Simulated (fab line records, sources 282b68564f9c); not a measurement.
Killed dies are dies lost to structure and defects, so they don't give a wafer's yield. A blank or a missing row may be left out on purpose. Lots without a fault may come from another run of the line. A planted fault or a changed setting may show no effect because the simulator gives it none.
A struck lot beside a sound one | flow rit_cmos | 15 steps out of a route of 202
Sound: wafers L412.1, L412.2, L412.3. Struck: wafer L428.3. (L428.4, L428.5 of the same lot were not struck and are left out.) The cause comes at the end.
At each step with rows: each side's tool, then ch and its chambers, then its first start. Under that, the readings that differ: sound wafers | struck wafers | difference of the means | sigmas: that difference in standard deviations of wafers without a fault.
alike: readings whose means differ by less than 2 such deviations, and words and numbers that are the same on both sides. not compared: withheld readings, readings that some wafer has no value for, bounds like >300 that may hide the same value, and numbers for which the record gives no deviation and whose values overlap.
The two part at a step that has a row with sigmas, a row that says differs or no value, or rows on one side only. Numbers that don't overlap but have no deviation are shown without sigmas and don't part them. A reading that every wafer of one side lacks parts them only if that side has two wafers or more.

RIT_M1_SPUTTER_00: material Al, target thk 400 nm, time 500 s.
  sound on pvd_sputter-03, day 3 05:32; struck on pvd_sputter-02, day 7 00:03
  alike: chamber_pressure_pa, throttle_valve_pct
RIT_M1_RS_MEAS_01: measures by four-point-probe.
  sound on film_metro-02, day 3 05:50; struck on film_metro-03, day 7 00:23
  alike: M1_AL_RS
RIT_M1_THK_MEAS_02: measures by xrf.
  sound on film_metro-02, day 3 05:57; struck on film_metro-03, day 7 00:29
  alike: M1_AL_THK
then, 6 steps without rows for these wafers: RIT_M1_HMDS_03 (prime time 60 s); RIT_M1_COAT_04 (resist thk 1300 nm); RIT_M1_SOFTBAKE_05 (time 60 s); RIT_M1_EXPOSE_06 (exposes mask M12, target cd 2600 nm); RIT_M1_PEB_07; RIT_M1_DEVELOP_08 (develop time 68 s).
RIT_M1_CD_MEAS_09: target cd 2600 nm.
  sound on cd_sem-01, day 3 06:53; struck on cd_sem-02, day 7 01:28
  alike: cd_nm
RIT_M1_OVL_MEAS_10:
  sound on overlay-01, day 3 07:01; struck on overlay-02, day 7 01:34
  alike: M1_OVL
then, 1 step without rows for these wafers: RIT_M1_HARDBAKE_11 (time 120 s).
RIT_M1_METAL_ETCH_12: etches Al in Cl2/BCl3, stops on SiO2, time 165 s, target depth 600 nm.
  sound on rie_metal-01 ch 0,1, day 3 07:17; struck on rie_metal-03 ch 1, day 7 02:03
  reading                                 | sound             | struck  | difference | sigmas
  over_etch_frac                          | 0.5 0.5 0.5       | 0.38948 | -0.11052   |
  model.NOVOLAK_of_M1_COAT_04.thk_nm (nm) | 814.9 813.5 813.1 | 834     | +20        |
  alike: drypump_motor_current_A, oes_product_au, throttle_valve_pct
  not compared: rf_hours_counter_h
then, 1 step without rows for these wafers: RIT_M1_STRIP_13 (strips in nmp, time 600 s).
RIT_M1_PROBE_99:
  sound on prober-01, day 3 09:32; struck on prober-01, day 7 04:55
  reading                  | sound | struck | difference | sigmas
  killed_at_contacts       | 0 0 0 | 1      | +1         | +4
  sort_bin_3_pad_short (%) | 0 0 0 | 0.4    | +0.4       | +2
  alike: defect_limited_yield, killed_at_front_end, killed_dies, killed_open, killed_short, sort_bin_5_function, sort_bin_6_memory, sort_n_pass, sort_yield_pct

WHERE THEY PART
Only at RIT_M1_PROBE_99, within this record.

WHY: what the simulator had put in
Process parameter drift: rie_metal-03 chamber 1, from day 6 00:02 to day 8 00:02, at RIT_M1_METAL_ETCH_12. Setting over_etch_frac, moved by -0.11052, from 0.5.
